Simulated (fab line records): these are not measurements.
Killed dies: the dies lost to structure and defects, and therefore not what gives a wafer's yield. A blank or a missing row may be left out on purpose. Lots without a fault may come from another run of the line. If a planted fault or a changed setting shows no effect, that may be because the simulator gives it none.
What tool caused it? || flow berkeleyCmos170 || 14 lots, 42 wafers sampled, at 2 steps of a route of 331

== WHAT THE GAUGES READ, wafer by wafer ==
UCB170_START_THK_MEAS_03.
{"lot": "L796", "measured": "day 1 14:11", "on": "filmMetro-04", "START_OXIDE_THK (nm)": "19.9 19.1 20.0"}
{"lot": "L797", "measured": "day 1 18:05", "on": "filmMetro-04", "START_OXIDE_THK (nm)": "20.3 20.1 20.3"}
{"lot": "L801", "measured": "day 2 13:38", "on": "filmMetro-04", "START_OXIDE_THK (nm)": "20.0 20.1 20.3"}
{"lot": "L800", "measured": "day 2 13:39", "on": "filmMetro-02", "START_OXIDE_THK (nm)": "20.3 20.2 20.3"}
{"lot": "L802", "measured": "day 2 23:53", "on": "filmMetro-02", "START_OXIDE_THK (nm)": "20.5 20.1 20.4"}
{"lot": "L803", "measured": "day 2 23:53", "on": "filmMetro-03", "START_OXIDE_THK (nm)": "20.2 20.0 20.0"}
{"lot": "L804", "measured": "day 3 06:05", "on": "filmMetro-02", "START_OXIDE_THK (nm)": "20.4 20.4 20.5"}
{"lot": "L805", "measured": "day 3 14:14", "on": "filmMetro-03", "START_OXIDE_THK (nm)": "20.3 20.0 20.2"}
{"lot": "L806", "measured": "day 3 14:14", "on": "filmMetro-02", "START_OXIDE_THK (nm)": "19.7 19.8 19.5"}
{"lot": "L808", "measured": "day 4 03:08", "on": "filmMetro-03", "START_OXIDE_THK (nm)": "20.6 20.7 20.7"}
{"lot": "L813", "measured": "day 5 04:53", "on": "filmMetro-03", "START_OXIDE_THK (nm)": "20.0 20.0 19.9"}
{"lot": "L815", "measured": "day 5 14:36", "on": "filmMetro-04", "START_OXIDE_THK (nm)": "20.3 20.2 20.1"}
{"lot": "L816", "measured": "day 5 18:43", "on": "filmMetro-04", "START_OXIDE_THK (nm)": "20.7 20.5 20.6"}
{"lot": "L819", "measured": "day 6 09:04", "on": "filmMetro-04", "START_OXIDE_THK (nm)": "20.1 20.3 20.3"}

UCB170_GATE_CD_MEAS_90: target cd 350 nm.
{"lot": "L796", "measured": "day 5 20:46", "on": "cdSem-02", "cdNm (nm)": "346.5 347.0 348.0"}
{"lot": "L797", "measured": "day 6 07:42", "on": "cdSem-02", "cdNm (nm)": "350.6 349.0 349.3"}
{"lot": "L801", "measured": "day 7 12:55", "on": "cdSem-02", "cdNm (nm)": "350.8 348.1 348.3"}
{"lot": "L800", "measured": "day 7 12:50", "on": "cdSem-01", "cdNm (nm)": "349.5 347.9 348.4"}
{"lot": "L802", "measured": "day 7 21:49", "on": "cdSem-01", "cdNm (nm)": "351.2 351.8 350.3"}
{"lot": "L803", "measured": "day 7 21:37", "on": "cdSem-01", "cdNm (nm)": "349.6 350.7 350.4"}
{"lot": "L804", "measured": "day 8 04:28", "on": "cdSem-02", "cdNm (nm)": "348.7 347.9 349.4"}
{"lot": "L805", "measured": "day 8 04:45", "on": "cdSem-02", "cdNm (nm)": "347.1 350.5 348.0"}
{"lot": "L806", "measured": "day 8 04:08", "on": "cdSem-02", "cdNm (nm)": "350.1 352.0 351.6"}
{"lot": "L808", "measured": "day 8 20:44", "on": "cdSem-01", "cdNm (nm)": "350.4 349.4 349.1"}
{"lot": "L813", "measured": "day 9 21:39", "on": "cdSem-01", "cdNm (nm)": "349.8 349.1 350.2"}
{"lot": "L815", "measured": "day 9 21:26", "on": "cdSem-02", "cdNm (nm)": "352.0 348.9 349.5"}
{"lot": "L816", "measured": "day 9 21:43", "on": "cdSem-02", "cdNm (nm)": "349.2 352.8 351.6"}
{"lot": "L819", "measured": "day 10 18:26", "on": "cdSem-01", "cdNm (nm)": "351.9 352.2 351.3"}

== WHAT TOOL EACH LOT RAN ON (gives the tool, then ch and the chambers of the sampled wafers, and finally the start) ==
The record shows no process step preceding these readings.

== AS READ BY THE TOOLS THEMSELVES (means over the sampled wafers that have a number; for cases with no such wafer, the mark the record gives instead) ==
The record holds no such reading with a usual standard deviation.

== THE ANSWER, worked out from the rows above alone ==
Rule: the lots themselves supply what counts as usual. The widest of any qualifying gaps counts: lots, ordered by their means at a reading, are off when they make up no more than a third of the lots, leave a main group of 4 or more, and stand apart from it by 3 or more times the standard deviation of that group's means. A main group is skipped when, at the precision printed for the reading in the tables above, its means are all equal. Also off: a lot with no number at a reading for which 4 or more lots have one. Where the step has rows for the other lots, those lots are counted as sound. The gauges are gone through in route order, then the tools' own readings, and for those a lot's mean is taken as printed above. At the first step where some lot is off, the reading lying furthest off is the one used; lots without a number count as furthest.
None of the lots is off at any reading shown; this tells nothing.

== WHAT THE SIMULATOR HAD PUT IN ==
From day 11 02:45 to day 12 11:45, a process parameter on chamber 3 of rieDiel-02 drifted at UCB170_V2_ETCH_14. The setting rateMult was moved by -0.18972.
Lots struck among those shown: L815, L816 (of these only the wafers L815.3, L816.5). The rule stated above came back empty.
